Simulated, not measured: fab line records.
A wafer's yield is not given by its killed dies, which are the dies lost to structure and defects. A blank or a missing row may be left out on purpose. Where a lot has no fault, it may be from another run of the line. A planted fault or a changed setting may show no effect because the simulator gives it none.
Which tool was responsible? -- flow rit-cmos -- Sampling: 14 lots, 42 wafers, 5 of 202 route steps

## WHAT EACH GAUGE READ, for each wafer
RIT_FOX2_THK_MEAS_01.
lot,measured,on,FOX2_OXIDE_THK (nm)
L847,day 1 19:03,film-metro-02,365 356 356
L848,day 1 23:29,film-metro-02,356 351 358
L849,day 2 05:43,film-metro-01,352 350 346
L850,day 2 09:40,film-metro-01,357 357 362
L852,day 2 23:24,film-metro-02,360 361 357
L853,day 3 01:55,film-metro-04,353 358 357
L856,day 3 15:30,film-metro-04,358 362 359
L860,day 4 11:52,film-metro-04,359 356 357
L863,day 5 02:46,film-metro-04,345 348 353
L864,day 5 10:23,film-metro-02,348 343 349
L867,day 6 00:10,film-metro-01,348 345 347
L868,day 6 03:41,film-metro-01,354 351 353
L869,day 6 09:19,film-metro-04,356 356 357
L870,day 6 16:19,film-metro-02,346 346 355

RIT_REOX_THK_MEAS_04.
lot,measured,on,REOX_OXIDE_THK (nm)
L847,day 2 16:43,film-metro-03,24.9 24.6 24.5
L848,day 2 22:05,film-metro-01,25.1 25.3 25.4
L849,day 3 04:50,film-metro-04,25.1 25.1 25.3
L850,day 3 07:08,film-metro-03,25.8 25.6 25.4
L852,day 3 22:39,film-metro-03,25.6 25.1 25.5
L853,day 3 23:42,film-metro-03,25.1 24.9 24.9
L856,day 4 12:41,film-metro-03,24.8 24.6 24.9
L860,day 5 14:29,film-metro-01,24.4 24.7 24.9
L863,day 6 02:43,film-metro-03,25.7 26.1 26.0
L864,day 6 09:36,film-metro-03,24.6 24.8 24.2
L867,day 7 00:25,film-metro-01,24.4 23.5 24.3
L868,day 7 02:44,film-metro-01,25.6 25.5 25.3
L869,day 7 06:56,film-metro-01,24.4 24.7 24.3
L870,day 7 14:34,film-metro-01,25.3 25.4 25.4

RIT_CONTACT_THK_MEAS_01.
lot,measured,on,CONTACT_TEOS_THK (nm)
L847,day 3 02:47,film-metro-03,400 400 404
L848,day 3 08:02,film-metro-03,398 402 402
L849,day 3 15:37,film-metro-03,398 411 404
L850,day 3 17:16,film-metro-01,397 403 399
L852,day 4 08:32,film-metro-04,401 391 394
L853,day 4 09:49,film-metro-01,436 440 444
L856,day 4 22:49,film-metro-04,431 440 444
L860,day 6 00:34,film-metro-01,396 405 396
L863,day 6 13:32,film-metro-01,393 404 399
L864,day 6 19:37,film-metro-03,390 394 406
L867,day 7 10:23,film-metro-03,402 402 400
L868,day 7 13:43,film-metro-03,396 405 404
L869,day 7 16:56,film-metro-03,391 398 401
L870,day 8 00:41,film-metro-04,384 390 397

## WHICH TOOL RAN EACH LOT (tool, then ch and the chambers of the sampled wafers, then the start)
lot,RIT_NSD_STRIP_09,RIT_CONTACT_CVD_00
L847,"plasma-asher-02 ch 0,1, day 2 23:37","pecvd-04 ch 1,2, day 3 02:42"
L848,"plasma-asher-01 ch 0,1, day 3 04:55","pecvd-03 ch 0,1,2, day 3 07:59"
L849,"plasma-asher-02 ch 0,1, day 3 12:32","pecvd-02 ch 0,1,2, day 3 15:33"
L850,"plasma-asher-03 ch 0,1, day 3 14:01","pecvd-04 ch 0,1,2, day 3 17:13"
L852,"plasma-asher-02 ch 0,1, day 4 05:14","pecvd-02 ch 0,1,2, day 4 08:29"
L853,"plasma-asher-03 ch 0,1, day 4 06:31","pecvd-04 ch 0,1,2, day 4 09:45"
L856,"plasma-asher-03 ch 1, day 4 19:34","pecvd-04 ch 0,1,2, day 4 22:46"
L860,"plasma-asher-03 ch 0,1, day 5 21:24","pecvd-03 ch 0,1,2, day 6 00:31"
L863,"plasma-asher-03 ch 0,1, day 6 10:24","pecvd-03 ch 0,1, day 6 13:28"
L864,"plasma-asher-02 ch 1, day 6 16:22","pecvd-02 ch 0,1,2, day 6 19:34"
L867,"plasma-asher-01 ch 0,1, day 7 07:17","pecvd-02 ch 0,1, day 7 10:19"
L868,"plasma-asher-01 ch 0,1, day 7 10:36","pecvd-04 ch 0,1,2, day 7 13:38"
L869,"plasma-asher-02 ch 0,1, day 7 13:41","pecvd-03 ch 1,2, day 7 16:53"
L870,"plasma-asher-01 ch 0,1, day 7 21:25","pecvd-02 ch 0,1,2, day 8 00:38"
- RIT_NSD_STRIP_09: strips in O2, time 180 s.
- RIT_CONTACT_CVD_00: deposits SiO2 from TEOS, target thk 400 nm, time 61 s.

## AS READ BY THE TOOLS THEMSELVES (means over the sampled wafers that have a number; for cases with no such wafer, the mark the record gives instead)
RIT_NSD_STRIP_09.
lot,tool,drypump-motor-current-A (A)
L847,plasma-asher-02,5.83
L848,plasma-asher-01,6.11
L849,plasma-asher-02,5.82
L850,plasma-asher-03,5.74
L852,plasma-asher-02,5.84
L853,plasma-asher-03,5.75
L856,plasma-asher-03,6.03
L860,plasma-asher-03,5.88
L863,plasma-asher-03,5.73
L864,plasma-asher-02,5.82
L867,plasma-asher-01,6.12
L868,plasma-asher-01,6.12
L869,plasma-asher-02,5.82
L870,plasma-asher-01,5.93

RIT_CONTACT_CVD_00.
lot,tool,heater-power-w (W),rf-fwd-power-W (W)
L847,pecvd-04,290,397.3
L848,pecvd-03,267,394.9
L849,pecvd-02,329,397.6
L850,pecvd-04,311,395.5
L852,pecvd-02,327,396.4
L853,pecvd-04,245,554.8
L856,pecvd-04,227,555.6
L860,pecvd-03,226,396.0
L863,pecvd-03,267,398.8
L864,pecvd-02,332,396.7
L867,pecvd-02,327,396.9
L868,pecvd-04,289,395.8
L869,pecvd-03,276,396.1
L870,pecvd-02,289,396.5

## THE ANSWER, worked out from the rows above alone
Rule: the usual values come from the lots themselves. Put in order of their means at a reading, lots are off if they are a third of the lots or fewer, leave a main group of 4 or more, and stand apart from it by a gap of 3 or more times the standard deviation of the main group's means; of several such gaps the widest counts. A main group is skipped when, at the precision printed for the reading in the tables above, its means are all equal. A lot without any number at a reading at which 4 lots or more have one is off too. Where the step has rows for the other lots, those lots are counted as sound. Order of review: gauges by route order, followed by the tools' own readings, for which a lot's mean as printed above is used. At the first step where some lot is off, the reading lying furthest off is the one used; lots without a number count as furthest.
Off: L853, L856, seen at RIT_CONTACT_THK_MEAS_01 (CONTACT_TEOS_THK). The main group has a mean of 399 nm with a standard deviation of 3.5.
A tool fits if, at a process step before that reading, it ran every lot that is off, and no sound lot after the first of them. Not tried: the gauges at RIT_CONTACT_THK_MEAS_01; whatever is off there is also off at RIT_CONTACT_CVD_00, on other tools, and gauge error can't account for it. Of those tried, none fits.

## WHAT THE SIMULATOR HAD PUT IN
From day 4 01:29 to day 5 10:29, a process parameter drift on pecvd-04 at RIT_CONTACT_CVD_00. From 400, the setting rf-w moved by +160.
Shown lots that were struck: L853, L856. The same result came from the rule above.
